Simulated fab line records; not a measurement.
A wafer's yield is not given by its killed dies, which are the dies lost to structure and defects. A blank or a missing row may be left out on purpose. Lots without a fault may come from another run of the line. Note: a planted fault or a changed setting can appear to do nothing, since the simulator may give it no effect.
One fault seen from 2 desks | flow berkeley cmos170 | each desk holds nothing but its own numbers, with what lay behind them at the end

TOOL OWNER'S DESK, litho track-02
The tool's own readings at UCB170_M1_COAT_04 (resist thk 900 nm): means of the sampled wafers that have a number, for each lot that ran on this tool. A lot is out of limits, marked OUT, if its mean lies more than 4 standard deviations from the usual mean; the brackets give that distance.
Columns: A = chill plate temp C at UCB170_M1_COAT_04, usual 22.99 C; B = exhaust pa at UCB170_M1_COAT_04, usual 45.1 Pa; C = spin speed rpm at UCB170_M1_COAT_04, usual 1499.9 rpm
lot  | first seen here | A     | B    | C
L403 | day 8 18:00     | 23.01 | 45.2 | 1499.4
L417 | day 11 02:00    | 22.96 | 45.6 | 1439.7 (-60) OUT
L421 | day 12 06:00    | 22.97 | 46.2 | 1438.6 (-61) OUT
This desk finds L417, L421 out of limits, L417 being first, at day 11 02:00 (spin speed rpm at UCB170_M1_COAT_04). L403 stayed within limits.

AT THE METROLOGY DESK
What the gauges read, lot by lot, whatever tool the lot ran on: means of the sampled wafers that have a number. A lot is out of limits, marked OUT, if its mean lies more than 4 standard deviations from the usual mean; the brackets give that distance.
Columns: A = cd nm at UCB170_CONTACT_CD_MEAS_15, usual 700.0 nm; B = CONTACT_OVL at UCB170_CONTACT_OVL_MEAS_16, usual -3 nm; C = cd nm at UCB170_CONTACT_CD_MEAS_90, usual 699.7 nm; D = M1_AL_RS at UCB170_M1_RS_MEAS_01, usual 0.0483 ohm/sq; E = M1_AL_THK at UCB170_M1_THK_MEAS_02, usual 597 nm; F = cd nm at UCB170_M1_CD_MEAS_09, usual 700.0 nm; G = M1_OVL at UCB170_M1_OVL_MEAS_10, usual 0 nm
lot  | first seen here | A     | B  | C     | D      | E   | F     | G
L403 | day 8 17:20     | 698.8 | -5 | 698.3 | 0.0479 | 603 | 702.2 | -1
L406 | day 9 03:01     | 700.5 | -8 | 700.1 | 0.0484 | 595 | 698.7 | 2
L417 | day 11 00:44    | 697.5 | -6 | 697.3 | 0.0479 | 602 | 700.5 | 0
L421 | day 12 05:02    | 698.7 | -2 | 699.1 | 0.0487 | 594 | 699.4 | 11
L425 | day 12 21:43    | 699.8 | 0  | 700.0 | 0.0487 | 591 | 700.5 | -8
L423 | day 12 23:04    | 700.0 | -3 | 699.2 | 0.0486 | 594 | 698.8 | 7
Result from this desk: across the 6 lots, nothing is out of limits.

TAKEN TOGETHER
The tool owner's desk could have raised an alarm at day 11 02:00, on L417, L421.
From the metrology desk's view, nothing was out of limits.
The metrology desk holds a record of L417, L421, inside its limits.
Of the lots named, all ran UCB170_M1_COAT_04 on litho track-02.

WHAT THE SIMULATOR HAD PUT IN
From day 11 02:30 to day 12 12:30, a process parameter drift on litho track-02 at UCB170_M1_COAT_04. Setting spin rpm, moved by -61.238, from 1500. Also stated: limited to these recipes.
Shown lots that were struck: L417, L421.
